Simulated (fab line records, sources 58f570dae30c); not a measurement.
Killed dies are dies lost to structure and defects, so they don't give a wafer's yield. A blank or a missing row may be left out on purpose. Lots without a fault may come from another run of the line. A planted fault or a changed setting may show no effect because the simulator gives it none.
Tool commonality check | flow berkeley_cmos170 | 14 lots, 42 wafers sampled

WHY IT WAS OPENED
At UCB170_V2_THK_MEAS_01 the reading V2_TEOS_THK is flagged on 2 of 14 lots. Wafers without a fault read 1988 nm, standard deviation 25.
Rule: a lot is flagged when every wafer of it that has a number lies more than 4 standard deviations from that mean, or none has a number. The other lots count as sound.

lot  | measured     | on            | V2_TEOS_THK (nm), wafer by wafer | flag
L394 | day 8 21:43  | film_metro-04 | 1989 2011 1986                   |
L397 | day 9 09:19  | film_metro-04 | 1941 1955 1994                   |
L398 | day 9 10:13  | film_metro-01 | 1952 1983 1982                   |
L396 | day 9 11:40  | film_metro-01 | 1962 1946 1962                   |
L395 | day 9 11:50  | film_metro-04 | 1742 1714 1743                   | FLAGGED
L403 | day 10 20:52 | film_metro-03 | 1993 1986 2043                   |
L404 | day 10 21:07 | film_metro-01 | 1723 1754 1752                   | FLAGGED
L406 | day 11 09:02 | film_metro-03 | 1957 1983 1990                   |
L409 | day 12 01:23 | film_metro-03 | 1975 1972 1993                   |
L410 | day 12 10:36 | film_metro-01 | 1983 1992 2005                   |
L413 | day 13 07:32 | film_metro-03 | 2032 2017 2011                   |
L416 | day 13 17:23 | film_metro-04 | 1974 1965 2006                   |
L415 | day 13 19:49 | film_metro-03 | 2014 2010 2039                   |
L417 | day 14 05:58 | film_metro-03 | 1963 1993 1946                   |
The numbers of the flagged lots are 1738 nm on average: -250 nm against the usual, or -10 standard deviations.

WHICH TOOL RAN EACH LOT
The record holds 2 process steps before the reading, out of a route of 331 steps. In each cell: the tool, then ch and the chambers that the sampled wafers went through, then the start.
lot  | flag    | UCB170_V1_STRIP_15                   | UCB170_V2_CVD_00
L394 |         | plasma_asher-01 ch 0,1, day 8 18:50  | pecvd-04 ch 0,1,2, day 8 21:32
L397 |         | plasma_asher-03 ch 0,1, day 9 06:07  | pecvd-04 ch 0,1, day 9 09:10
L398 |         | plasma_asher-03 ch 0,1, day 9 06:57  | pecvd-02 ch 0,1, day 9 10:03
L396 |         | plasma_asher-01 ch 0,1, day 9 08:01  | pecvd-01 ch 1,2, day 9 11:31
L395 | FLAGGED | plasma_asher-02 ch 0,1, day 9 08:05  | pecvd-04 ch 0,2, day 9 11:41
L403 |         | plasma_asher-02 ch 0,1, day 10 17:52 | pecvd-02 ch 1,2, day 10 20:42
L404 | FLAGGED | plasma_asher-03 ch 0,1, day 10 18:10 | pecvd-04 ch 1,2, day 10 20:56
L406 |         | plasma_asher-02 ch 0,1, day 11 05:55 | pecvd-02 ch 0,1,2, day 11 08:51
L409 |         | plasma_asher-02 ch 1, day 11 20:10   | pecvd-02 ch 0,1,2, day 12 01:14
L410 |         | plasma_asher-03 ch 0, day 12 07:36   | pecvd-02 ch 0,1, day 12 10:27
L413 |         | plasma_asher-03 ch 0,1, day 13 04:31 | pecvd-01 ch 0,1, day 13 07:22
L416 |         | plasma_asher-01 ch 0,1, day 13 14:17 | pecvd-02 ch 0,1, day 13 17:14
L415 |         | plasma_asher-03 ch 0,1, day 13 16:14 | pecvd-01 ch 0,1,2, day 13 19:39
L417 |         | plasma_asher-03 ch 0,1, day 14 02:51 | pecvd-02 ch 0,1,2, day 14 05:48
What these steps do:
- UCB170_V1_STRIP_15: strips in O2.
- UCB170_V2_CVD_00: deposits SiO2 from TEOS/O2, target thk 2000 nm, time 250 s.
- UCB170_V2_THK_MEAS_01

FLAGGED OVER TOTAL, TOOL BY TOOL (the gauges that took the reading come last)
step                  | tool            | lots run | flagged | share of the flagged lots | sound lots run after its first flagged lot
UCB170_V1_STRIP_15    | plasma_asher-01 | 3        | 0       | none                      | -
UCB170_V1_STRIP_15    | plasma_asher-02 | 4        | 1       | some                      | 3 (L403,L406,L409)
UCB170_V1_STRIP_15    | plasma_asher-03 | 7        | 1       | some                      | 4 (L410,L413,L415,L417)
UCB170_V2_CVD_00      | pecvd-01        | 3        | 0       | none                      | -
UCB170_V2_CVD_00      | pecvd-02        | 7        | 0       | none                      | -
UCB170_V2_CVD_00      | pecvd-04        | 4        | 2       | all                       | 0
UCB170_V2_THK_MEAS_01 | film_metro-01   | 4        | 1       | some                      | 1 (L410)
UCB170_V2_THK_MEAS_01 | film_metro-03   | 6        | 0       | none                      | -
UCB170_V2_THK_MEAS_01 | film_metro-04   | 4        | 1       | some                      | 1 (L416)

WHAT THE TABLE ALLOWS
1 row of the table ran every flagged lot: pecvd-04 at UCB170_V2_CVD_00.
- pecvd-04 at UCB170_V2_CVD_00: 2 of its 4 lots flagged. Its last sound lot is L397 (day 9 09:10), its first flagged lot L395 (day 9 11:41): a fault that began between those two fits.
One tool is left: pecvd-04 at UCB170_V2_CVD_00.

WHAT THE SIMULATOR HAD PUT IN
Site profile drift: pecvd-04, from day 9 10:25 on, at UCB170_V2_CVD_00. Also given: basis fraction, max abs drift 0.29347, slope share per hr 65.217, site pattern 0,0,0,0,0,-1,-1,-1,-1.
Lots struck among those shown: L395, L404. The rule above found the same.
